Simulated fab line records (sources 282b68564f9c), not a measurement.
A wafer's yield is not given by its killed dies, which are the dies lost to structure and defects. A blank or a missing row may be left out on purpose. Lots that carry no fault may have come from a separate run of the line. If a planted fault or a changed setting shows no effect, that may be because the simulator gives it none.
Which tool did it? :: flow rit_cmos :: 10 lots with 30 wafers sampled at 3 steps, on a route of 202 steps

WHAT EACH GAUGE READ, for each wafer
RIT_GATE_THK_MEAS_07.
lot: L734
measured: day 2 09:37
on: film_metro-04
GATE_OXIDE_THK (nm): 2.93 2.89 2.87

lot: L735
measured: day 2 15:49
on: film_metro-01
GATE_OXIDE_THK (nm): 3.21 3.15 3.11

lot: L743
measured: day 4 08:18
on: film_metro-04
GATE_OXIDE_THK (nm): 2.95 2.99 3.02

lot: L744
measured: day 4 12:25
on: film_metro-03
GATE_OXIDE_THK (nm): 2.91 2.92 2.91

lot: L746
measured: day 4 21:02
on: film_metro-03
GATE_OXIDE_THK (nm): 3.11 3.10 3.10

lot: L747
measured: day 5 03:47
on: film_metro-04
GATE_OXIDE_THK (nm): 3.02 3.09 3.11

lot: L748
measured: day 5 07:53
on: film_metro-04
GATE_OXIDE_THK (nm): 2.93 3.06 2.96

lot: L749
measured: day 5 12:23
on: film_metro-04
GATE_OXIDE_THK (nm): 2.88 3.03 2.92

lot: L755
measured: day 6 18:23
on: film_metro-04
GATE_OXIDE_THK (nm): 3.02 2.98 2.98

lot: L756
measured: day 7 04:49
on: film_metro-03
GATE_OXIDE_THK (nm): 2.98 2.99 3.03

RIT_SPACER_THK_MEAS_04.
lot: L734
measured: day 2 21:32
on: film_metro-01
SPACER_NITRIDE_THK (nm): 250.8 249.4 250.1

lot: L735
measured: day 3 03:27
on: film_metro-02
SPACER_NITRIDE_THK (nm): 251.0 251.8 250.2

lot: L743
measured: day 4 20:04
on: film_metro-02
SPACER_NITRIDE_THK (nm): 246.5 247.6 248.1

lot: L744
measured: day 5 00:05
on: film_metro-04
SPACER_NITRIDE_THK (nm): 420.0 421.0 419.3

lot: L746
measured: day 5 08:45
on: film_metro-04
SPACER_NITRIDE_THK (nm): 247.3 246.5 248.5

lot: L747
measured: day 5 16:02
on: film_metro-01
SPACER_NITRIDE_THK (nm): 249.7 251.1 247.5

lot: L748
measured: day 5 19:37
on: film_metro-02
SPACER_NITRIDE_THK (nm): 249.5 247.0 250.4

lot: L749
measured: day 6 00:27
on: film_metro-01
SPACER_NITRIDE_THK (nm): 249.1 249.1 248.7

lot: L755
measured: day 7 06:51
on: film_metro-04
SPACER_NITRIDE_THK (nm): 251.2 252.5 249.4

lot: L756
measured: day 7 17:23
on: film_metro-04
SPACER_NITRIDE_THK (nm): 249.5 247.9 249.5

WHICH TOOL RAN EACH LOT (tool, then ch and the chambers of the sampled wafers, then the start)
lot: L734
RIT_SPACER_CVD_03: lpcvd-01 ch 0, day 2 19:37

lot: L735
RIT_SPACER_CVD_03: lpcvd-02 ch 0, day 3 01:32

lot: L743
RIT_SPACER_CVD_03: lpcvd-02 ch 1, day 4 18:08

lot: L744
RIT_SPACER_CVD_03: lpcvd-01 ch 0, day 4 22:11

lot: L746
RIT_SPACER_CVD_03: lpcvd-02 ch 0, day 5 06:50

lot: L747
RIT_SPACER_CVD_03: lpcvd-02 ch 0, day 5 14:07

lot: L748
RIT_SPACER_CVD_03: lpcvd-02 ch 1, day 5 17:41

lot: L749
RIT_SPACER_CVD_03: lpcvd-01 ch 1, day 5 22:32

lot: L755
RIT_SPACER_CVD_03: lpcvd-02 ch 1, day 7 04:56

lot: L756
RIT_SPACER_CVD_03: lpcvd-02 ch 0, day 7 15:28
- RIT_SPACER_CVD_03: deposits Si3N4 from SiH2Cl2/NH3, target thk 250 nm, time 3300 s.

AS READ BY THE TOOLS THEMSELVES (means over the sampled wafers that have a number; for cases with no such wafer, the mark the record gives instead)
RIT_SPACER_CVD_03.
lot: L734
tool: lpcvd-01
pressure_mtorr (mTorr): 299.5
spike_tc_centre_C (C): 812.8
spike_tc_load_C (C): 834.1
spike_tc_source_C (C): 836.2
susceptor_temp_C (C): 810.3
zone_power_source_pct (%): 20.9

lot: L735
tool: lpcvd-02
pressure_mtorr (mTorr): 299.9
spike_tc_centre_C (C): 811.3
spike_tc_load_C (C): 833.7
spike_tc_source_C (C): 831.1
susceptor_temp_C (C): 810.1
zone_power_source_pct (%): 20.9

lot: L743
tool: lpcvd-02
pressure_mtorr (mTorr): 300.4
spike_tc_centre_C (C): 813.0
spike_tc_load_C (C): 830.4
spike_tc_source_C (C): 833.2
susceptor_temp_C (C): 810.1
zone_power_source_pct (%): 21.7

lot: L744
tool: lpcvd-01
pressure_mtorr (mTorr): 299.9
spike_tc_centre_C (C): 857.9
spike_tc_load_C (C): 879.8
spike_tc_source_C (C): 881.3
susceptor_temp_C (C): 854.8
zone_power_source_pct (%): 23.4

lot: L746
tool: lpcvd-02
pressure_mtorr (mTorr): 298.9
spike_tc_centre_C (C): 810.5
spike_tc_load_C (C): 832.7
spike_tc_source_C (C): 830.4
susceptor_temp_C (C): 809.9
zone_power_source_pct (%): 21.0

lot: L747
tool: lpcvd-02
pressure_mtorr (mTorr): 299.9
spike_tc_centre_C (C): 811.7
spike_tc_load_C (C): 833.5
spike_tc_source_C (C): 832.3
susceptor_temp_C (C): 810.4
zone_power_source_pct (%): 20.9

lot: L748
tool: lpcvd-02
pressure_mtorr (mTorr): 300.4
spike_tc_centre_C (C): 812.7
spike_tc_load_C (C): 830.3
spike_tc_source_C (C): 833.7
susceptor_temp_C (C): 810.1
zone_power_source_pct (%): 21.5

lot: L749
tool: lpcvd-01
pressure_mtorr (mTorr): 299.7
spike_tc_centre_C (C): 813.5
spike_tc_load_C (C): 833.2
spike_tc_source_C (C): 833.6
susceptor_temp_C (C): 810.0
zone_power_source_pct (%): 21.4

lot: L755
tool: lpcvd-02
pressure_mtorr (mTorr): 300.1
spike_tc_centre_C (C): 812.1
spike_tc_load_C (C): 830.1
spike_tc_source_C (C): 832.5
susceptor_temp_C (C): 810.2
zone_power_source_pct (%): 21.5

lot: L756
tool: lpcvd-02
pressure_mtorr (mTorr): 300.2
spike_tc_centre_C (C): 811.2
spike_tc_load_C (C): 831.4
spike_tc_source_C (C): 831.8
susceptor_temp_C (C): 810.0
zone_power_source_pct (%): 21.2

THE ANSWER, worked out from the rows above alone
Rule: usual is defined by the lots themselves. Put in order of their means at a reading, lots are off if they are a third of the lots or fewer, leave a main group of 4 or more, and stand apart from it by a gap of 3 or more times the standard deviation of the main group's means; of several such gaps the widest counts. If all means in a main group match to the digits the tables above print for the reading, that group is not used. Also off: a lot with no number at a reading for which 4 or more lots have one. All remaining lots with rows at the step are treated as sound. After the gauges, taken in route order, come the tools' own readings; for these a lot's mean is taken, as printed above. At the first step where some lot is off, the reading lying furthest off is the one used; lots without a number count as furthest.
Off: L744, at RIT_SPACER_THK_MEAS_04 (SPACER_NITRIDE_THK). Main group: mean 249.3 nm, sd 1.2.
A tool fits if, at a process step before that reading, it ran every lot that is off, and no sound lot after the first of them. Not tried: the gauges at RIT_SPACER_THK_MEAS_04; whatever is off there is also off at RIT_SPACER_CVD_03, on other tools, and gauge error can't account for it. Not one of the candidates tried fits.

WHAT THE SIMULATOR PUT IN
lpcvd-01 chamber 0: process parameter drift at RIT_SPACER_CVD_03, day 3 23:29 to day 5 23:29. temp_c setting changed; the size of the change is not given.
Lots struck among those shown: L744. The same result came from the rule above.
